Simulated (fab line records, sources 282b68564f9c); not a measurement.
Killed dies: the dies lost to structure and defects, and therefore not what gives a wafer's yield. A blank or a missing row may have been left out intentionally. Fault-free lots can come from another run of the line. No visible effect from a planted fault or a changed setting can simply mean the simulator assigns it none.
Lot-split experiment ; flow ritCmos ; 23 wafers read from 5 lots, route of 202 steps

SPLIT DETAILS
At RIT_SPACER_ETCHBACK_05 (etches Si3N4 in SF6/CHF3, stops on SiO2, target depth 250 nm, time 240 s), the setting timeS was moved away from the recipe's 240 s on 11 of the 23 wafers read, by -12.8% to +12.3%. All remaining wafers had this setting at the recipe value.

The split's own step is where the reading is taken.

THE READING
Si3N4_of_SPACER_CVD_03.thkNm (the simulator's own value, which no gauge read), in nm, at RIT_SPACER_ETCHBACK_05 (etches Si3N4 in SF6/CHF3, stops on SiO2, target depth 250 nm, time 240 s). There is no usual value for it anywhere in the file. Here, 12 wafers ran the recipe; their average is 196.1 nm with a standard deviation of 4.7 nm.

wafer;tool, chamber at the split;timeS as run, s;against the recipe;Si3N4_of_SPACER_CVD_03.thkNm, nm;against lot-mates on the recipe
L074.1;rieDiel-02, 1;240;recipe;195.6;-
L074.2;rieDiel-02, 2;240;recipe;196;-
L074.5;rieDiel-02, 0;240;recipe;196.6;-
L075.1;rieDiel-04, 3;258.4;+7.7%;186;-5.3
L075.2;rieDiel-04, 1;240;recipe;190.8;-
L075.4;rieDiel-04, 0;258.4;+7.7%;186.2;-5.1
L075.5;rieDiel-04, 1;240;recipe;191.2;-
L075.6;rieDiel-04, 2;240;recipe;192;-
L079.1;rieDiel-04, 0;269.5;+12.3%;192.1;-7.8
L079.2;rieDiel-04, 3;240;recipe;199.7;-
L079.4;rieDiel-04, 1;269.5;+12.3%;191.8;-8.1
L079.5;rieDiel-04, 1;269.5;+12.3%;193.9;-6.0
L079.6;rieDiel-04, 0;240;recipe;200.1;-
L080.1;rieDiel-02, 0;240;recipe;205.4;-
L080.2;rieDiel-02, 3;212.6;-11.4%;208.5;+4.4
L080.4;rieDiel-02, 2;212.6;-11.4%;208.7;+4.6
L080.5;rieDiel-02, 3;240;recipe;202.7;-
L080.6;rieDiel-02, 0;212.6;-11.4%;208.9;+4.8
L085.1;rieDiel-04, 3;240;recipe;191.6;-
L085.2;rieDiel-04, 0;240;recipe;191.5;-
L085.3;rieDiel-04, 2;209.2;-12.8%;197.6;+6.0
L085.4;rieDiel-04, 1;209.2;-12.8%;198.5;+6.9
L085.6;rieDiel-04, 2;209.2;-12.8%;198.7;+7.1

THE FIT
A straight line over all 23 wafers: Si3N4_of_SPACER_CVD_03.thkNm changes by -0.546 nm for each +1% of timeS; r = -0.66; the points scatter about the line by 5.2 nm.
The same after taking each lot's own level away (the mean of its wafers on the recipe; 23 wafers): -0.533 nm for each +1%; r = -0.98; scatter 0.85 nm.
Per that fit: largest timeS move, reading shift of 6.8 nm.
The lots' own levels span 191.33 to 204.05 nm, that is 2.7 times the standard deviation above.
So the lot-to-lot level blurs the effect unless lot-mates are compared.
Check: for one of the wafers moved furthest among these (-12.8%), held out of the fit, the line's prediction against its lot-mates is +6.5 nm. It came out at +6.05 nm against them.

OTHER SPLITS APPLIED TO THESE WAFERS
These wafers also went through other splits before the reading. Each is held against what the fit with the lots' levels taken away leaves over:
other split on the same wafers;wafers away from the commonest value;r with Si3N4_of_SPACER_CVD_03.thkNm (lot level and that fit taken away)
RIT_REOX_OXIDATION_03 tempC;18;+0.19
RIT_NLDD_SOFTBAKE_02 timeS;8;-0.34
RIT_PLDD_IMPLANT_08 doseCm2;7;+0.05
RIT_SPACER_CVD_03 pressureMtorr;18;-0.26

THE WHOLE CHAIN: every reading that the file lists as answering this split, in the file's order
step;what it does;reading;change (the file's fit);r (the file's)
RIT_SPACER_ETCHBACK_05;etches Si3N4 in SF6/CHF3, stops on SiO2, target depth 250 nm, time 240 s;poly-Si_of_GATE_CVD_08.thkNm (the simulator's own value, which no gauge read);-0.716 nm for each +1% of the setting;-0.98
RIT_SPACER_ETCHBACK_05;etches Si3N4 in SF6/CHF3, stops on SiO2, target depth 250 nm, time 240 s;Si3N4_of_SPACER_CVD_03.thkNm (the simulator's own value, which no gauge read);-0.534 nm for each +1% of the setting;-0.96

THE FILE'S OWN FIT
Si3N4_of_SPACER_CVD_03.thkNm changes by -0.534 nm for each +1% of timeS, r = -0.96.
